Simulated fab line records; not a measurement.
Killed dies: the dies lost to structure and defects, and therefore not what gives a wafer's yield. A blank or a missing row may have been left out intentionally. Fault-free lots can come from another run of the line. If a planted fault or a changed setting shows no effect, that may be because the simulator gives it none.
Split-lot study | flow berkeley cmos170 | 23 wafers read across 5 lots, on a route 331 steps long

== SPLIT DETAILS ==
At UCB170_PWELL_COAT_08 (resist thk 900 nm), the setting resist thk nm was moved away from the recipe's 900 nm on 7 of the 23 wafers read, by +3.6% to +5.6%. All remaining wafers had this setting at the recipe value.

Reading taken at the split's own step.

== THE READING ==
KrF_of_PWELL_COAT_08.thk nm (the simulator's own value, which no gauge read), in nm, at UCB170_PWELL_COAT_08 (resist thk 900 nm). The file does not state a usual value for it. Across the 16 wafers here that went through the recipe, the average is 900.1 nm and the standard deviation 2.1 nm.

wafer  | tool, chamber at the split | resist thk nm as run, nm | against the recipe | KrF_of_PWELL_COAT_08.thk nm, nm | against lot-mates on the recipe
L074.2 | litho track-01, 0          | 900                      | recipe             | 901.1                           | -
L074.4 | litho track-01, 0          | 900                      | recipe             | 900.9                           | -
L074.5 | litho track-01, 0          | 900                      | recipe             | 899.3                           | -
L077.1 | litho track-02, 0          | 900                      | recipe             | 900.8                           | -
L077.2 | litho track-02, 0          | 948                      | +5.3%              | 947.8                           | +47.4
L077.3 | litho track-02, 0          | 900                      | recipe             | 898.4                           | -
L077.5 | litho track-02, 0          | 948                      | +5.3%              | 949.8                           | +49.4
L077.6 | litho track-02, 0          | 900                      | recipe             | 902                             | -
L081.1 | litho track-03, 0          | 900                      | recipe             | 903.5                           | -
L081.2 | litho track-03, 0          | 900                      | recipe             | 900.9                           | -
L081.4 | litho track-03, 0          | 900                      | recipe             | 904                             | -
L081.5 | litho track-03, 0          | 950.7                    | +5.6%              | 955.6                           | +52.8
L081.6 | litho track-03, 0          | 950.7                    | +5.6%              | 956.6                           | +53.8
L084.1 | litho track-01, 0          | 900                      | recipe             | 899.9                           | -
L084.2 | litho track-01, 0          | 900                      | recipe             | 897.5                           | -
L084.6 | litho track-01, 0          | 900                      | recipe             | 897.5                           | -
L084.4 | litho track-01, 0          | 900                      | recipe             | 899                             | -
L084.5 | litho track-01, 0          | 900                      | recipe             | 901.9                           | -
L085.1 | litho track-01, 0          | 932.4                    | +3.6%              | 927.1                           | +29.9
L085.2 | litho track-01, 0          | 932.4                    | +3.6%              | 931.6                           | +34.4
L085.4 | litho track-01, 0          | 900                      | recipe             | 897.7                           | -
L085.5 | litho track-01, 0          | 900                      | recipe             | 896.6                           | -
L085.6 | litho track-01, 0          | 932.4                    | +3.6%              | 929                             | +31.8

FIT RESULTS
A straight line over all 23 wafers: KrF_of_PWELL_COAT_08.thk nm changes by +9.26 nm for each +1% of resist thk nm; r = +0.99; the points scatter about the line by 2.8 nm.
The same after taking each lot's own level away (the mean of its wafers on the recipe; 23 wafers): +9.2 nm for each +1%; r = +1.00; scatter 1.5 nm.
According to that fit, moving resist thk nm by its largest amount changes the reading by 52 nm.
The lots' own levels span 897.15 to 902.80 nm, that is 2.7 times the standard deviation above.
So the lot-to-lot level changes the slope little: the two slopes agree.
Check: +51.5 nm against its lot-mates is what the line predicts for one of the wafers moved furthest among these (+5.6%) when that wafer is left out of the fit. It came out at +52.8 nm against them.

== THE OTHER SPLITS THESE WAFERS WENT THROUGH ==
Before the reading, these wafers also passed through other splits. Each is held against what the fit with the lots' levels taken away leaves over:
other split on the same wafers      | wafers away from the commonest value | r with KrF_of_PWELL_COAT_08.thk nm (lot level and that fit taken away)
UCB170_START_OXIDATION_02 temp c    | 18                                   | +0.23
UCB170_ZERO_COAT_01 spin rpm        | 9                                    | +0.01
UCB170_NWELL_OXIDATION_01 ox time s | 18                                   | +0.05
UCB170_NWELL_IMPLANT_14 energy kev  | 10                                   | -0.04

== FILE'S OWN FIT ==
KrF_of_PWELL_COAT_08.thk nm changes by +9.21 nm for each +1% of resist thk nm, r = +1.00.
